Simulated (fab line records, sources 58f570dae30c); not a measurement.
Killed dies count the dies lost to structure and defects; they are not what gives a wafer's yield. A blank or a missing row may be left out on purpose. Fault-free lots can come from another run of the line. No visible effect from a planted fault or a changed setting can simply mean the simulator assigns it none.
Chamber matching / flow berkeleyCmos170 / UCB170_V1_ETCH_14 on rieDiel-04 has 4 sister chambers
The step etches SiO2 in CHF3/CF4/Ar, stops on Al, target depth 1250 nm, time 291 s. 14 wafers are shown with their chamber, then 7 later ones without.

== WAFERS, EACH WITH ITS CHAMBER ==
wafer=L239.1; chamber=0; drypumpMotorCurrentA (A)=5.52; throttleValvePct (%)=7.08; oesProductAu (a.u.)=0.884
wafer=L239.2; chamber=1; drypumpMotorCurrentA (A)=5.69; throttleValvePct (%)=7.06; oesProductAu (a.u.)=0.863
wafer=L239.5; chamber=2; drypumpMotorCurrentA (A)=5.11; throttleValvePct (%)=6.92; oesProductAu (a.u.)=0.887
wafer=L241.3; chamber=1; drypumpMotorCurrentA (A)=5.69; throttleValvePct (%)=7.06; oesProductAu (a.u.)=0.870
wafer=L241.5; chamber=3; drypumpMotorCurrentA (A)=5.33; throttleValvePct (%)=6.95; oesProductAu (a.u.)=0.859
wafer=L241.6; chamber=2; drypumpMotorCurrentA (A)=5.12; throttleValvePct (%)=6.91; oesProductAu (a.u.)=0.885
wafer=L242.3; chamber=2; drypumpMotorCurrentA (A)=5.10; throttleValvePct (%)=6.91; oesProductAu (a.u.)=0.883
wafer=L242.4; chamber=0; drypumpMotorCurrentA (A)=5.56; throttleValvePct (%)=7.10; oesProductAu (a.u.)=0.892
wafer=L242.5; chamber=1; drypumpMotorCurrentA (A)=5.69; throttleValvePct (%)=7.08; oesProductAu (a.u.)=0.863
wafer=L250.2; chamber=3; drypumpMotorCurrentA (A)=5.33; throttleValvePct (%)=6.95; oesProductAu (a.u.)=0.866
wafer=L250.5; chamber=0; drypumpMotorCurrentA (A)=5.52; throttleValvePct (%)=7.09; oesProductAu (a.u.)=0.897
wafer=L250.6; chamber=1; drypumpMotorCurrentA (A)=5.69; throttleValvePct (%)=7.06; oesProductAu (a.u.)=0.861
wafer=L256.4; chamber=2; drypumpMotorCurrentA (A)=5.11; throttleValvePct (%)=6.92; oesProductAu (a.u.)=0.881
wafer=L256.5; chamber=2; drypumpMotorCurrentA (A)=5.11; throttleValvePct (%)=6.92; oesProductAu (a.u.)=0.884

SIGNATURES (means of the wafers above)
reading=drypumpMotorCurrentA; chamber 0=5.5333; chamber 1=5.6900; chamber 2=5.1100; chamber 3=5.3300; scatter within a chamber=0.0113
reading=throttleValvePct; chamber 0=7.0900; chamber 1=7.0650; chamber 2=6.9160; chamber 3=6.9500; scatter within a chamber=0.00787
reading=oesProductAu; chamber 0=0.89100; chamber 1=0.86425; chamber 2=0.88400; chamber 3=0.86250; scatter within a chamber=0.00421
Rule: a wafer lies at a distance from a chamber equal to the root of the sum of squares, over the readings, of (its reading less the chamber's mean, divided by the reading's scatter). If the next closest chamber is less than 2 further off than the closest, the wafer can't be placed; otherwise it belongs to the closest. The scatter is the square root of a quotient: the sum, over the shown wafers, of each reading's squared deviation from its chamber's mean, divided by wafers minus chambers.

== WAFERS MISSING THEIR CHAMBER ==
wafer=L256.6; drypumpMotorCurrentA (A)=5.36; throttleValvePct (%)=6.95; oesProductAu (a.u.)=0.863
wafer=L258.1; drypumpMotorCurrentA (A)=5.08; throttleValvePct (%)=6.91; oesProductAu (a.u.)=0.881
wafer=L258.2; drypumpMotorCurrentA (A)=5.52; throttleValvePct (%)=7.08; oesProductAu (a.u.)=0.889
wafer=L258.5; drypumpMotorCurrentA (A)=5.09; throttleValvePct (%)=6.91; oesProductAu (a.u.)=0.882
wafer=L259.1; drypumpMotorCurrentA (A)=5.12; throttleValvePct (%)=6.93; oesProductAu (a.u.)=0.881
wafer=L259.3; drypumpMotorCurrentA (A)=5.53; throttleValvePct (%)=7.09; oesProductAu (a.u.)=0.890
wafer=L259.6; drypumpMotorCurrentA (A)=5.11; throttleValvePct (%)=6.92; oesProductAu (a.u.)=0.885

== CHAMBER TAKEN BY EACH ==
wafer=L256.6; from the rows above=3; in truth=3
wafer=L258.1; from the rows above=2; in truth=2
wafer=L258.2; from the rows above=0; in truth=0
wafer=L258.5; from the rows above=2; in truth=2
wafer=L259.1; from the rows above=2; in truth=2
wafer=L259.3; from the rows above=0; in truth=0
wafer=L259.6; from the rows above=2; in truth=2
Correct placement for 7 of the 7. Can't be placed from these rows: 0. 0 placed wrongly.
